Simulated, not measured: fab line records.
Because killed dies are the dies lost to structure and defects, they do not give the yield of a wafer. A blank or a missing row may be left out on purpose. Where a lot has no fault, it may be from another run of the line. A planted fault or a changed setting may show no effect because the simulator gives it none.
fab line records + flow rit_cmos
[record]
- lots = 15
- wafers = 45
- last_day = 7
route steps=202 shown ACTIVE@16 PWELL@43 CONTACT@168
lots that met no fault: from a run of the same line without faults
start_h: the number of hours between the record's first day and the start of the first shown wafer of the lot + wait_h: hours elapsed since this lot's preceding step + " as in the row above + L1.1+2: one row covering several wafers at once + - value missing, or start not given + * or withheld: withheld + < > ~ a bound
route shown NAME@n: NAME is a module with steps in the file, n the number in the route of the first one + usual: the fault-free wafers' mean and standard deviation + same: alike in all rows + chamber/n: place in a boat + sites: the reading at each site + _std_site: the standard deviation of these + _edge_site: outer sites' mean less inner sites' + radius_mm: how far each site lies from the wafer's centre + mask NAME#n: copy n + behind: the last tool/chamber to shape the wafer + hold: the reason the lot was held/the length of the hold in hours/how it ended + device: the n, p or np transistor that did not switch + end of line: tests of these same wafers at the route's end + a step given without rows: its recipe and nothing more + killed: not the wafer's yield, but the dies lost to structure and defects at the first sort + map: a wafer's dies, marking killed ones x, the rest . and places with no die _
set.NAME: the run value of the setting; set.NAME@STEP: its run value at that earlier step + model.NAME: the simulator's own value behind a step, which no gauge read
the route's steps for a sample of lots (tables are steps, rows are wafers)
services: from which hour (start_h, from the record's first day; less than 0 if before it) a tool's chamber was out of use, for how many hours, and why
[[steps]]
[step RIT_ACTIVE_CD_MEAS_90]
[recipe]
- target_cd_nm = 1400
[usual]
- cd_nm = 1400.0/2.2
| lot.wafer | tool      | chamber | start_h | wait_h | cd_nm  |
|-----------|-----------|---------|---------|--------|--------|
| L732.2    | cd_sem-02 | -       | 15.16   | 0.1    | 1400.1 |
| L732.3    | "         | -       | "       | "      | 1395.7 |
| L732.4    | "         | -       | "       | "      | 1397.7 |
| L734.1    | cd_sem-01 | -       | 25.02   | 0.1    | 1398.5 |
| L734.2    | "         | -       | "       | "      | 1400.2 |
| L734.5    | "         | -       | "       | "      | 1398.4 |
| L735.1    | cd_sem-01 | -       | 30.47   | 0.1    | 1398.0 |
| L735.3    | "         | -       | "       | "      | 1397.0 |
| L735.4    | "         | -       | "       | "      | 1396.0 |
| L736.2    | cd_sem-01 | -       | 35.75   | 0.1    | 1395.1 |
| L736.4    | "         | -       | "       | "      | 1392.6 |
| L736.5    | "         | -       | "       | "      | 1395.5 |
| L738.1    | cd_sem-01 | -       | 46.32   | 0.1    | 1400.2 |
| L738.3    | "         | -       | "       | "      | 1402.9 |
| L738.4    | "         | -       | "       | "      | 1402.4 |
| L739.1    | cd_sem-02 | -       | 50.27   | 0.1    | 1399.1 |
| L739.2    | "         | -       | "       | "      | 1401.5 |
| L739.5    | "         | -       | "       | "      | 1401.4 |
| L741.1    | cd_sem-01 | -       | 60.14   | 0.1    | 1398.6 |
| L741.4    | "         | -       | "       | "      | 1401.6 |
| L741.6    | "         | -       | "       | "      | 1402.1 |
| L742.1    | cd_sem-02 | -       | 65.09   | 0.1    | 1400.7 |
| L742.3    | "         | -       | "       | "      | 1398.6 |
| L742.6    | "         | -       | "       | "      | 1401.1 |
| L743.1    | cd_sem-02 | -       | 70.05   | 0.1    | 1402.3 |
| L743.2    | "         | -       | "       | "      | 1400.1 |
| L743.5    | "         | -       | "       | "      | 1402.2 |
| L744.1    | cd_sem-01 | -       | 75.02   | 0.1    | 1401.2 |
| L744.4    | "         | -       | "       | "      | 1402.0 |
| L744.5    | "         | -       | "       | "      | 1402.3 |
| L749.1    | cd_sem-02 | -       | 100.02  | 0.1    | 1397.4 |
| L749.2    | "         | -       | "       | "      | 1396.5 |
| L749.6    | "         | -       | "       | "      | 1397.2 |
| L750.2    | cd_sem-02 | -       | 106.21  | 0.1    | 1399.9 |
| L750.3    | "         | -       | "       | "      | 1401.5 |
| L750.5    | "         | -       | "       | "      | 1401.9 |
| L753.1    | cd_sem-02 | -       | 120.73  | 0.1    | 1397.8 |
| L753.5    | "         | -       | "       | "      | 1398.4 |
| L753.6    | "         | -       | "       | "      | 1400.3 |
| L754.2    | cd_sem-02 | -       | 125.16  | 0.1    | 1401.3 |
| L754.5    | "         | -       | "       | "      | 1399.4 |
| L754.6    | "         | -       | "       | "      | 1400.3 |
| L755.1    | cd_sem-02 | -       | 130.16  | 0.1    | 1402.6 |
| L755.2    | "         | -       | "       | "      | 1403.6 |
| L755.3    | "         | -       | "       | "      | 1404.0 |
[step RIT_PWELL_PEB_04]
[recipe]
- resist = NOVOLAK
- temp_c = withheld
- time_s = withheld
[usual]
- chill_plate_temp_C = *
- exhaust_pa = 45.1/0.96
| lot.wafer | tool           | chamber | start_h | wait_h | chill_plate_temp_C | exhaust_pa |
|-----------|----------------|---------|---------|--------|--------------------|------------|
| L732.2    | litho_track-01 | 0       | 23.90   | 0.1    | *                  | 44.4       |
| L732.3    | "              | 0       | "       | "      | *                  | 45.0       |
| L732.4    | "              | 0       | "       | "      | *                  | 45.3       |
| L734.1    | litho_track-01 | 0       | 32.08   | 0.1    | *                  | 46.3       |
| L734.2    | "              | 0       | "       | "      | *                  | 45.8       |
| L734.5    | "              | 0       | "       | "      | *                  | 45.5       |
| L735.1    | litho_track-02 | 0       | 37.72   | 0.1    | *                  | 46.1       |
| L735.3    | "              | 0       | "       | "      | *                  | 45.9       |
| L735.4    | "              | 0       | "       | "      | *                  | 46.3       |
| L736.2    | litho_track-03 | 0       | 42.31   | 0.1    | *                  | 44.6       |
| L736.4    | "              | 0       | "       | "      | *                  | 44.5       |
| L736.5    | "              | 0       | "       | "      | *                  | 44.7       |
| L738.1    | litho_track-03 | 0       | 52.87   | 0.1    | *                  | 45.8       |
| L738.3    | "              | 0       | "       | "      | *                  | 45.3       |
| L738.4    | "              | 0       | "       | "      | *                  | 46.3       |
| L739.1    | litho_track-01 | 0       | 56.66   | 0.1    | *                  | 43.9       |
| L739.2    | "              | 0       | "       | "      | *                  | 44.6       |
| L739.5    | "              | 0       | "       | "      | *                  | 45.1       |
| L741.1    | litho_track-02 | 0       | 67.40   | 0.1    | *                  | 45.5       |
| L741.4    | "              | 0       | "       | "      | *                  | 44.5       |
| L741.6    | "              | 0       | "       | "      | *                  | 45.1       |
| L742.1    | litho_track-01 | -       | 72.36   | 0.1    | -                  | -          |
| L742.3    | "              | -       | "       | "      | -                  | -          |
| L742.6    | "              | -       | "       | "      | -                  | -          |
| L743.1    | litho_track-01 | -       | 76.42   | 0.1    | -                  | -          |
| L743.2    | "              | -       | "       | "      | -                  | -          |
| L743.5    | "              | -       | "       | "      | -                  | -          |
| L744.1    | litho_track-03 | -       | 82.73   | 0.1    | -                  | -          |
| L744.4    | "              | -       | "       | "      | -                  | -          |
| L744.5    | "              | -       | "       | "      | -                  | -          |
| L749.1    | litho_track-01 | 0       | 106.72  | 0.1    | *                  | 45.3       |
| L749.2    | "              | 0       | "       | "      | *                  | 44.3       |
| L749.6    | "              | 0       | "       | "      | *                  | 44.0       |
| L750.2    | litho_track-03 | 0       | 116.96  | 0.1    | *                  | 44.5       |
| L750.3    | "              | 0       | "       | "      | *                  | 44.6       |
| L750.5    | "              | 0       | "       | "      | *                  | 43.7       |
| L753.1    | litho_track-03 | 0       | 127.86  | 0.3    | *                  | 46.2       |
| L753.5    | "              | 0       | "       | "      | *                  | 44.3       |
| L753.6    | "              | 0       | "       | "      | *                  | 43.5       |
| L754.2    | litho_track-01 | 0       | 131.83  | 0.1    | *                  | 43.5       |
| L754.5    | "              | 0       | "       | "      | *                  | 43.2       |
| L754.6    | "              | 0       | "       | "      | *                  | 45.0       |
| L755.1    | litho_track-02 | 0       | 136.73  | 0.1    | *                  | 44.6       |
| L755.2    | "              | 0       | "       | "      | *                  | 45.7       |
| L755.3    | "              | 0       | "       | "      | *                  | 44.6       |
[step RIT_PWELL_OVL_MEAS_06]
[usual]
- PWELL_OVL = 0.3/1.5
| lot.wafer | tool       | chamber | start_h | wait_h | PWELL_OVL[nm] |
|-----------|------------|---------|---------|--------|---------------|
| L732.2    | overlay-02 | -       | 24.20   | -      | 1.9           |
| L732.3    | "          | -       | "       | "      | 0.9           |
| L732.4    | "          | -       | "       | "      | 0.6           |
| L734.1    | overlay-01 | -       | 32.40   | -      | 0.7           |
| L734.2    | "          | -       | "       | "      | 1.3           |
| L734.5    | "          | -       | "       | "      | -0.6          |
| L735.1    | overlay-02 | -       | 38.03   | -      | -1.3          |
| L735.3    | "          | -       | "       | "      | 1.0           |
| L735.4    | "          | -       | "       | "      | -0.8          |
| L736.2    | overlay-02 | -       | 42.60   | -      | 2.2           |
| L736.4    | "          | -       | "       | "      | 0.7           |
| L736.5    | "          | -       | "       | "      | 2.8           |
| L738.1    | overlay-01 | -       | 53.19   | -      | 0.2           |
| L738.3    | "          | -       | "       | "      | 0.3           |
| L738.4    | "          | -       | "       | "      | -0.6          |
| L739.1    | overlay-02 | -       | 56.97   | -      | -2.1          |
| L739.2    | "          | -       | "       | "      | -0.9          |
| L739.5    | "          | -       | "       | "      | -0.8          |
| L741.1    | overlay-02 | -       | 67.71   | -      | 0.5           |
| L741.4    | "          | -       | "       | "      | -0.1          |
| L741.6    | "          | -       | "       | "      | -1.0          |
| L742.1    | overlay-01 | -       | 72.67   | -      | 1.8           |
| L742.3    | "          | -       | "       | "      | 1.7           |
| L742.6    | "          | -       | "       | "      | -0.1          |
| L743.1    | overlay-02 | -       | 76.74   | -      | 1.7           |
| L743.2    | "          | -       | "       | "      | 0.8           |
| L743.5    | "          | -       | "       | "      | 0.8           |
| L744.1    | overlay-01 | -       | 83.05   | -      | 1.4           |
| L744.4    | "          | -       | "       | "      | -0.3          |
| L744.5    | "          | -       | "       | "      | -0.2          |
| L749.1    | overlay-01 | -       | 107.04  | -      | 2.3           |
| L749.2    | "          | -       | "       | "      | 2.4           |
| L749.6    | "          | -       | "       | "      | 1.6           |
| L750.2    | overlay-02 | -       | 117.25  | -      | -2.6          |
| L750.3    | "          | -       | "       | "      | -2.4          |
| L750.5    | "          | -       | "       | "      | -1.5          |
| L753.1    | overlay-02 | -       | 128.17  | -      | 0.1           |
| L753.5    | "          | -       | "       | "      | -0.8          |
| L753.6    | "          | -       | "       | "      | -1.6          |
| L754.2    | overlay-02 | -       | 132.12  | -      | -1.0          |
| L754.5    | "          | -       | "       | "      | -0.4          |
| L754.6    | "          | -       | "       | "      | -1.3          |
| L755.1    | overlay-01 | -       | 137.04  | -      | 2.8           |
| L755.2    | "          | -       | "       | "      | 3.4           |
| L755.3    | "          | -       | "       | "      | 2.2           |
[step RIT_CONTACT_CVD_00]
[recipe]
- material = SiO2
- target_thk_nm = 400
- precursor = TEOS
- temp_c = 390
- time_s = 61
- rf_w = 411.4
[usual]
- heater_power_w = 320/46
[same]
- time_s = 61
| lot.wafer | tool     | chamber | start_h | wait_h | heater_power_w |
|-----------|----------|---------|---------|--------|----------------|
| L732.2    | pecvd-04 | 2       | 51.54   | 0.0    | 304            |
| L732.3    | "        | 0       | "       | "      | 401            |
| L732.4    | "        | 0       | "       | "      | 303            |
| L734.1    | pecvd-01 | 1       | 61.85   | 0.1    | 304            |
| L734.2    | "        | 2       | "       | "      | 297            |
| L734.5    | "        | 2       | "       | "      | 305            |
| L735.1    | pecvd-04 | 0       | 65.57   | 0.1    | 359            |
| L735.3    | "        | 1       | "       | "      | 361            |
| L735.4    | "        | 2       | "       | "      | 294            |
| L736.2    | pecvd-03 | 1       | 71.55   | 0.0    | 255            |
| L736.4    | "        | 1       | "       | "      | 259            |
| L736.5    | "        | 2       | "       | "      | 314            |
| L738.1    | pecvd-04 | 2       | 80.94   | 0.1    | 312            |
| L738.3    | "        | 2       | "       | "      | 325            |
| L738.4    | "        | 0       | "       | "      | 333            |
| L739.1    | pecvd-03 | 2       | 85.80   | 0.1    | 357            |
| L739.2    | "        | 1       | "       | "      | 247            |
| L739.5    | "        | 2       | "       | "      | 263            |
| L741.1    | pecvd-04 | 1       | 101.35  | 0.1    | 412            |
| L741.4    | "        | 0       | "       | "      | 309            |
| L741.6    | "        | 1       | "       | "      | 420            |
| L742.1    | pecvd-03 | 2       | 103.14  | 0.1    | 337            |
| L742.3    | "        | 0       | "       | "      | 279            |
| L742.6    | "        | 2       | "       | "      | 357            |
| L743.1    | pecvd-01 | 0       | 106.52  | 0.1    | 375            |
| L743.2    | "        | 1       | "       | "      | 359            |
| L743.5    | "        | 0       | "       | "      | 284            |
| L744.1    | pecvd-04 | 0       | 111.41  | 0.1    | 403            |
| L744.4    | "        | 2       | "       | "      | 300            |
| L744.5    | "        | 0       | "       | "      | 299            |
| L749.1    | pecvd-01 | 2       | 137.50  | 0.1    | 254            |
| L749.2    | "        | 0       | "       | "      | 368            |
| L749.6    | "        | 0       | "       | "      | 283            |
| L750.2    | pecvd-04 | 2       | 146.64  | 0.0    | 306            |
| L750.3    | "        | 0       | "       | "      | 317            |
| L750.5    | "        | 0       | "       | "      | 334            |
| L753.1    | pecvd-04 | 2       | 155.87  | 0.1    | 330            |
| L753.5    | "        | 2       | "       | "      | 333            |
| L753.6    | "        | 1       | "       | "      | 406            |
| L754.2    | pecvd-03 | 0       | 160.50  | 0.0    | 321            |
| L754.5    | "        | 1       | "       | "      | 269            |
| L754.6    | "        | 0       | "       | "      | 330            |
| L755.1    | pecvd-01 | 0       | 166.44  | 0.1    | 286            |
| L755.2    | "        | 2       | "       | "      | 300            |
| L755.3    | "        | 0       | "       | "      | 315            |
[[services]]
| tool     | chamber | start_h | hours | kind   |
|----------|---------|---------|-------|--------|
| pecvd-04 | -       | 26.60   | 5.8   | repair |
| pecvd-04 | -       | 53.74   | 2.8   | pm     |
| pecvd-03 | 0       | 63.93   | 22.3  | repair |
| pecvd-04 | 1       | 71.34   | 29.9  | repair |
| pecvd-03 | 1       | 78.63   | 3.5   | repair |
| pecvd-01 | 1       | 91.45   | 5.2   | repair |
| pecvd-04 | 0       | 104.81  | 3.6   | repair |
| pecvd-03 | 1       | 138.18  | 6.5   | repair |
| pecvd-04 | -       | 147.28  | 4.7   | repair |
[[key]]
[first_sign]
- step = RIT_PWELL_PEB_04
- reading = tool_record
- direction = missing
effect none on later readings
met_at RIT_PWELL_PEB_04
struck_lots L742,L743,L744
sort_left_out L742.1,L742.3,L742.6,L743.1,L743.2,L743.5,L744.1,L744.4,L744.5
tester_left_out L742,L743,L744
not_acting_at RIT_ACTIVE_CD_MEAS_90,RIT_PWELL_OVL_MEAS_06,RIT_CONTACT_CVD_00
onset_between 56.66 72.36
[fault]
- kind = skipped_step_whole
- tool = litho_track-01,litho_track-03
- chamber = -
- onset_h = 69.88
- steps = RIT_PWELL_PEB_04
- scope = struck_lots_only
// tester_left_out: of these lots the tester's yield and bins aren't shown, on N5 and GAA mostly nor the transistor test; their killed dies are dies lost to structure and defects alone, not to doping, threshold or leakage, so they don't give the yield
// sort_left_out: the simulated sort isn't trusted on such a fault, so these wafers' sort isn't shown, and their yield isn't known
